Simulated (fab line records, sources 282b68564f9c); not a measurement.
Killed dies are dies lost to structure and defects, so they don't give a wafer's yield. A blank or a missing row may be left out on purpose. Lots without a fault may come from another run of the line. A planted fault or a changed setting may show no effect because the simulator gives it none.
Problem report in the 8D (eight disciplines) form, filled by code | flow rit_cmos | the parts of the form that need people (team, actions taken, sign-off) are left out

1. THE PROBLEM
PLDD_TW at RIT_PLDD_TW_MEAS_10 reads a mean of 2714 on 6 wafers of 2 lots; wafers without a fault read 2338 with a standard deviation of 22. That is +17 standard deviations from the usual mean.
First seen on wafer L496.1, day 6 06:40, on film_metro-01. The record holds 42 wafers of 14 lots with a number at this step. Rule for "out", or "out of limits": more than 4 standard deviations from the usual mean. The other wafers with a number count as sound.

2. WHAT IT IS AND WHAT IT IS NOT
question                    | is                           | is not
which readings at this step | PLDD_TW                      | -
which lots                  | L496, L499                   | L481, L483, L484, L485, L486, L487, L488, L489, L491, L492, L502, L504
which wafers of those lots  | all that have a number       | -
read on which gauges        | film_metro-01, film_metro-04 | film_metro-02
when                        | from day 6 06:40             | up to then (30 sound wafers); but 6 sound wafers of L502, L504 came after

3. SUSPECTS, AND WHAT RULES EACH OUT
Counting: a tool at a process step up to the reading stays a suspect if it ran every lot that is out and no sound lot after the first of them.
- the gauge at RIT_PLDD_TW_MEAS_10: ruled out. The wafers that are out were read on 2 gauges (film_metro-01, film_metro-04).
- implanter-03 at RIT_PLDD_IMPLANT_08: kept. It ran every lot that is out, first L496 (day 6 06:20), and no sound lot after that; its last sound lot up to then is L492 (day 5 08:25). Its own readings are out on those wafers: dose_ions_cm2, faraday_current_uA.
Left after counting: implanter-03 at RIT_PLDD_IMPLANT_08.

4. THE CAUSE (what the simulator had put in)
Process parameter drift: implanter-03, from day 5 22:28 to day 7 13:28, at RIT_PLDD_IMPLANT_08. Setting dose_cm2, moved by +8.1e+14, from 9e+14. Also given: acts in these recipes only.
Counting left only this tool.

5. THE CHAIN OF EFFECTS, in route order
Each row: a reading whose mean over the struck wafers that have a number lies more than 3 standard deviations from the usual. Only readings for which the record gives a usual standard deviation are gone through. hours: the time from each lot's start at the first step in this table that gives one to its start at this step, as a median over the lots. sigmas: the change in usual standard deviations.
hours | step                    | reading                   | usual        | on struck wafers | change     | sigmas
0     | RIT_PLDD_IMPLANT_08     | dose_ions_cm2             | 9.002e+14    | 1.710e+15        | +8.099e+14 | +99 or more
0     | RIT_PLDD_IMPLANT_08     | end_station_pressure_torr | 7.3e-06 Torr | 9.1e-06          | +1.8e-06   | +5.2
0     | RIT_PLDD_IMPLANT_08     | faraday_current_uA        | 2821         | 5346             | +2524      | +43
0     | RIT_PLDD_TW_MEAS_10     | PLDD_TW                   | 2338         | 2714             | +376       | +17
8     | RIT_SDANNEAL_RS_MEAS_06 | PLDD_RS                   | 178.8 ohm/sq | 153.1            | -25.8      | -54
The process steps in it:
- RIT_PLDD_IMPLANT_08

6. WHAT WOULD HAVE CAUGHT IT SOONER
In this record the first reading out of limits at a measuring or inspecting step was taken at day 6 06:40, 8 hours after the fault began at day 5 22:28.
The tool's own readings at RIT_PLDD_IMPLANT_08 were out on every struck wafer that the step has a row for (dose_ions_cm2, faraday_current_uA): an alarm limit on them would have fired on the first of those.
Of the lots that are out (2), L499 began RIT_PLDD_IMPLANT_08 on implanter-03 after day 6 06:40. A hold on the tool at that time would have spared it.
